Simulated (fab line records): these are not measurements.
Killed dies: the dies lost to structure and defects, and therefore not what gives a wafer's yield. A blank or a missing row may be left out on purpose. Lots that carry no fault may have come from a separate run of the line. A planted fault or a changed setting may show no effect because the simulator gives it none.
What tool caused it? :: flow berkeley-cmos170 :: 14 lots, 42 wafers sampled, at 5 steps of a route of 331

WHAT THE GAUGES READ, wafer by wafer
UCB170_NVT_TW_MEAS_09. Usual: for NVT_TW the level is 527 and the standard deviation is 3.
lot: L583
measured: day 5 21:45
on: film-metro-03
NVT_TW: 523 521 522
flag: 

lot: L585
measured: day 6 09:34
on: film-metro-02
NVT_TW: 530 528 531
flag: 

lot: L587
measured: day 7 04:58
on: film-metro-02
NVT_TW: 532 528 530
flag: 

lot: L589
measured: day 7 09:15
on: film-metro-02
NVT_TW: 531 533 529
flag: 

lot: L588
measured: day 7 09:29
on: film-metro-03
NVT_TW: 524 524 523
flag: 

lot: L590
measured: day 7 21:07
on: film-metro-01
NVT_TW: 530 531 529
flag: 

lot: L592
measured: day 8 04:55
on: film-metro-01
NVT_TW: 531 527 527
flag: 

lot: L591
measured: day 8 05:10
on: film-metro-03
NVT_TW: 527 525 525
flag: 

lot: L594
measured: day 8 18:53
on: film-metro-01
NVT_TW: 529 529 527
flag: 

lot: L595
measured: day 8 19:09
on: film-metro-03
NVT_TW: 487 488 487
flag: OFF

lot: L598
measured: day 9 11:08
on: film-metro-01
NVT_TW: 486 489 486
flag: OFF

lot: L600
measured: day 10 05:34
on: film-metro-03
NVT_TW: 528 526 528
flag: 

lot: L603
measured: day 10 12:05
on: film-metro-01
NVT_TW: 526 528 530
flag: 

lot: L602
measured: day 10 12:11
on: film-metro-03
NVT_TW: 527 526 529
flag: 

UCB170_PLDD_CD_MEAS_06: the cd target is 1200 nm. Usual: 1200.2 nm for cd-nm, sd 1.3.
lot: L583
measured: day 6 16:40
on: cd-sem-01
cd-nm (nm): 1200.8 1199.9 1200.6
flag: 

lot: L585
measured: day 7 05:16
on: cd-sem-02
cd-nm (nm): 1198.6 1201.2 1199.5
flag: 

lot: L587
measured: day 7 23:07
on: cd-sem-02
cd-nm (nm): 1199.7 1199.9 1198.4
flag: 

lot: L589
measured: day 8 04:35
on: cd-sem-02
cd-nm (nm): 1200.2 1200.9 1201.3
flag: 

lot: L588
measured: day 8 04:19
on: cd-sem-02
cd-nm (nm): 1202.9 1202.5 1202.9
flag: 

lot: L590
measured: day 8 16:17
on: cd-sem-01
cd-nm (nm): 1197.6 1198.8 1198.9
flag: 

lot: L592
measured: day 8 22:02
on: cd-sem-02
cd-nm (nm): 1199.7 1200.5 1199.7
flag: 

lot: L591
measured: day 8 21:41
on: cd-sem-01
cd-nm (nm): 1201.9 1202.5 1201.6
flag: 

lot: L594
measured: day 9 16:58
on: cd-sem-01
cd-nm (nm): 1199.9 1199.4 1197.2
flag: 

lot: L595
measured: day 9 17:09
on: cd-sem-02
cd-nm (nm): 1199.6 1200.0 1199.5
flag: 

lot: L598
measured: day 10 06:00
on: cd-sem-01
cd-nm (nm): 1201.8 1200.1 1202.4
flag: 

lot: L600
measured: day 10 18:29
on: cd-sem-01
cd-nm (nm): 1199.5 1200.1 1199.8
flag: 

lot: L603
measured: day 11 06:11
on: cd-sem-01
cd-nm (nm): 1197.5 1199.8 1198.6
flag: 

lot: L602
measured: day 11 05:40
on: cd-sem-01
cd-nm (nm): 1200.6 1200.0 1199.7
flag: 

UCB170_SDANNEAL_RS_MEAS_03: measures by four-point-probe. Usual: for NSD_RS the level is 37.28 ohm/sq and the standard deviation is 0.078.
lot: L583
measured: day 7 09:46
on: film-metro-02
NSD_RS (ohm/sq): 37.31 37.25 37.22
flag: 

lot: L585
measured: day 7 16:16
on: film-metro-04
NSD_RS (ohm/sq): 37.32 37.32 37.27
flag: 

lot: L587
measured: day 8 11:17
on: film-metro-02
NSD_RS (ohm/sq): 37.38 37.40 37.22
flag: 

lot: L589
measured: day 8 17:17
on: film-metro-02
NSD_RS (ohm/sq): 37.41 37.24 37.27
flag: 

lot: L588
measured: day 8 16:55
on: film-metro-04
NSD_RS (ohm/sq): 37.28 37.39 37.31
flag: 

lot: L590
measured: day 9 04:56
on: film-metro-04
NSD_RS (ohm/sq): 37.12 37.09 37.22
flag: 

lot: L592
measured: day 9 11:49
on: film-metro-04
NSD_RS (ohm/sq): 37.12 37.13 37.11
flag: 

lot: L591
measured: day 9 11:20
on: film-metro-02
NSD_RS (ohm/sq): 37.27 37.27 37.23
flag: 

lot: L594
measured: day 10 06:43
on: film-metro-04
NSD_RS (ohm/sq): 37.22 37.30 37.31
flag: 

lot: L595
measured: day 10 07:15
on: film-metro-01
NSD_RS (ohm/sq): 37.23 37.21 37.21
flag: 

lot: L598
measured: day 10 16:52
on: film-metro-02
NSD_RS (ohm/sq): 37.31 37.32 37.25
flag: 

lot: L600
measured: day 11 08:09
on: film-metro-02
NSD_RS (ohm/sq): 37.19 37.30 37.28
flag: 

lot: L603
measured: day 11 19:14
on: film-metro-01
NSD_RS (ohm/sq): 37.33 37.46 37.28
flag: 

lot: L602
measured: day 11 18:55
on: film-metro-04
NSD_RS (ohm/sq): 37.33 37.32 37.33
flag: 

EACH LOT AND THE TOOL THAT RAN IT (in order: tool; ch and the chambers of the sampled wafers; start)
lot: L583
UCB170_NVT_IMPLANT_07: implanter-01 ch 0, day 5 21:31
UCB170_SDANNEAL_RTA_00: rtp-anneal-02 ch 0, day 7 09:23

lot: L585
UCB170_NVT_IMPLANT_07: implanter-01 ch 0, day 6 09:21
UCB170_SDANNEAL_RTA_00: rtp-anneal-01 ch 0, day 7 16:00

lot: L587
UCB170_NVT_IMPLANT_07: implanter-03 ch 0, day 7 04:43
UCB170_SDANNEAL_RTA_00: rtp-anneal-01 ch 0, day 8 11:02

lot: L589
UCB170_NVT_IMPLANT_07: implanter-01 ch 0, day 7 09:01
UCB170_SDANNEAL_RTA_00: rtp-anneal-02 ch 0, day 8 17:02

lot: L588
UCB170_NVT_IMPLANT_07: implanter-03 ch 0, day 7 09:14
UCB170_SDANNEAL_RTA_00: rtp-anneal-01 ch 0, day 8 16:40

lot: L590
UCB170_NVT_IMPLANT_07: implanter-01 ch 0, day 7 20:52
UCB170_SDANNEAL_RTA_00: rtp-anneal-01 ch 0, day 9 04:41

lot: L592
UCB170_NVT_IMPLANT_07: implanter-01 ch 0, day 8 04:40
UCB170_SDANNEAL_RTA_00: rtp-anneal-01 ch 0, day 9 11:34

lot: L591
UCB170_NVT_IMPLANT_07: implanter-03 ch 0, day 8 04:55
UCB170_SDANNEAL_RTA_00: rtp-anneal-02 ch 0, day 9 11:05

lot: L594
UCB170_NVT_IMPLANT_07: implanter-03 ch 0, day 8 18:39
UCB170_SDANNEAL_RTA_00: rtp-anneal-01 ch 0, day 10 06:28

lot: L595
UCB170_NVT_IMPLANT_07: implanter-01 ch 0, day 8 18:54
UCB170_SDANNEAL_RTA_00: rtp-anneal-02 ch 0, day 10 07:01

lot: L598
UCB170_NVT_IMPLANT_07: implanter-01 ch 0, day 9 10:53
UCB170_SDANNEAL_RTA_00: rtp-anneal-02 ch 0, day 10 16:38

lot: L600
UCB170_NVT_IMPLANT_07: implanter-03 ch 0, day 10 05:19
UCB170_SDANNEAL_RTA_00: rtp-anneal-01 ch 0, day 11 07:54

lot: L603
UCB170_NVT_IMPLANT_07: implanter-02 ch 0, day 10 11:50
UCB170_SDANNEAL_RTA_00: rtp-anneal-02 ch 0, day 11 18:59

lot: L602
UCB170_NVT_IMPLANT_07: implanter-03 ch 0, day 10 11:55
UCB170_SDANNEAL_RTA_00: rtp-anneal-01 ch 0, day 11 18:40
- UCB170_NVT_IMPLANT_07
- UCB170_SDANNEAL_RTA_00: time 10 s.

AS READ BY THE TOOLS THEMSELVES (means over the sampled wafers that have a number; for cases with no such wafer, the mark the record gives instead)
UCB170_NVT_IMPLANT_07. Usual: dose-ions-cm2 3e+12, standard deviation 3.1e+09; faraday-current-uA 9.51, standard deviation 0.18.
lot: L583
tool: implanter-01
dose-ions-cm2: 3e+12
faraday-current-uA: 9.29
flag: 

lot: L585
tool: implanter-01
dose-ions-cm2: 3e+12
faraday-current-uA: 9.63
flag: 

lot: L587
tool: implanter-03
dose-ions-cm2: 3e+12
faraday-current-uA: 9.49
flag: 

lot: L589
tool: implanter-01
dose-ions-cm2: 3e+12
faraday-current-uA: 9.45
flag: 

lot: L588
tool: implanter-03
dose-ions-cm2: 3e+12
faraday-current-uA: 9.45
flag: 

lot: L590
tool: implanter-01
dose-ions-cm2: 3e+12
faraday-current-uA: 9.38
flag: 

lot: L592
tool: implanter-01
dose-ions-cm2: 3e+12
faraday-current-uA: 9.29
flag: 

lot: L591
tool: implanter-03
dose-ions-cm2: 3e+12
faraday-current-uA: 9.40
flag: 

lot: L594
tool: implanter-03
dose-ions-cm2: 3e+12
faraday-current-uA: 9.59
flag: 

lot: L595
tool: implanter-01
dose-ions-cm2: 2e+12
faraday-current-uA: 7.48
flag: OFF

lot: L598
tool: implanter-01
dose-ions-cm2: 2e+12
faraday-current-uA: 7.43
flag: OFF

lot: L600
tool: implanter-03
dose-ions-cm2: 3e+12
faraday-current-uA: 9.39
flag: 

lot: L603
tool: implanter-02
dose-ions-cm2: 3e+12
faraday-current-uA: 9.28
flag: 

lot: L602
tool: implanter-03
dose-ions-cm2: 3e+12
faraday-current-uA: 9.58
flag: 

UCB170_SDANNEAL_RTA_00. Usual: lamp-power-pct 23.0 %, standard deviation 2.7; wafer_temp_C_max 903.5, standard deviation 0.78.
lot: L583
tool: rtp-anneal-02
lamp-power-pct (%): 20.3
wafer_temp_C_max: 903.7
flag: 

lot: L585
tool: rtp-anneal-01
lamp-power-pct (%): 25.7
wafer_temp_C_max: 904.3
flag: 

lot: L587
tool: rtp-anneal-01
lamp-power-pct (%): 25.7
wafer_temp_C_max: 903.4
flag: 

lot: L589
tool: rtp-anneal-02
lamp-power-pct (%): 20.4
wafer_temp_C_max: 903.0
flag: 

lot: L588
tool: rtp-anneal-01
lamp-power-pct (%): 25.7
wafer_temp_C_max: 903.9
flag: 

lot: L590
tool: rtp-anneal-01
lamp-power-pct (%): 25.7
wafer_temp_C_max: 903.1
flag: 

lot: L592
tool: rtp-anneal-01
lamp-power-pct (%): 25.7
wafer_temp_C_max: 904.1
flag: 

lot: L591
tool: rtp-anneal-02
lamp-power-pct (%): 20.3
wafer_temp_C_max: 903.6
flag: 

lot: L594
tool: rtp-anneal-01
lamp-power-pct (%): 25.8
wafer_temp_C_max: 903.4
flag: 

lot: L595
tool: rtp-anneal-02
lamp-power-pct (%): 20.3
wafer_temp_C_max: 904.4
flag: 

lot: L598
tool: rtp-anneal-02
lamp-power-pct (%): 20.3
wafer_temp_C_max: 903.9
flag: 

lot: L600
tool: rtp-anneal-01
lamp-power-pct (%): 25.8
wafer_temp_C_max: 903.5
flag: 

lot: L603
tool: rtp-anneal-02
lamp-power-pct (%): 20.3
wafer_temp_C_max: 902.9
flag: 

lot: L602
tool: rtp-anneal-01
lamp-power-pct (%): 25.7
wafer_temp_C_max: 903.0
flag: 

THE ANSWER, worked out from the rows above alone
Rule: a lot counts as off when the mean over its wafers that have a number is more than 3 standard deviations away from the usual mean. A lot without any number at a reading at which 4 lots or more have one is off too. The other lots that the step has rows for count as sound. The gauges are gone through in route order, then the tools' own readings, and for those a lot's mean is taken as printed above. At the first step where some lot is off, the reading lying furthest off is the one used; lots without a number count as furthest.
Off: L595, L598, at UCB170_NVT_TW_MEAS_09 (NVT_TW).
If a tool, at a process step before that reading, ran all the lots that are off and no sound lot after the first of them, it fits. Not tried: the gauges at UCB170_NVT_TW_MEAS_09; whatever is off there is also off at UCB170_NVT_IMPLANT_07, on other tools, and gauge error can't account for it. One candidate fits, namely implanter-01 at UCB170_NVT_IMPLANT_07. Its last sound lot is L592 (day 8 04:40), its first lot that is off L595 (day 8 18:54): a fault that began between those two fits.
The tool's own readings at UCB170_NVT_IMPLANT_07 bear it out: on the lots that are off they differ by more than 5 times the standard deviation of the sound lots' means. dose-ions-cm2 reads 2e+12 there against 3e+12 on the sound lots; faraday-current-uA reads 7.46 there against 9.44 on the sound lots.

WHAT WAS PUT IN BY THE SIMULATOR
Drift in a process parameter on implanter-01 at UCB170_NVT_IMPLANT_07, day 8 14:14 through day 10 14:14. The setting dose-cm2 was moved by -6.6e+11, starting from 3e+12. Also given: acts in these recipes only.
Shown lots that were struck: L595, L598. The rule above reached the same finding.
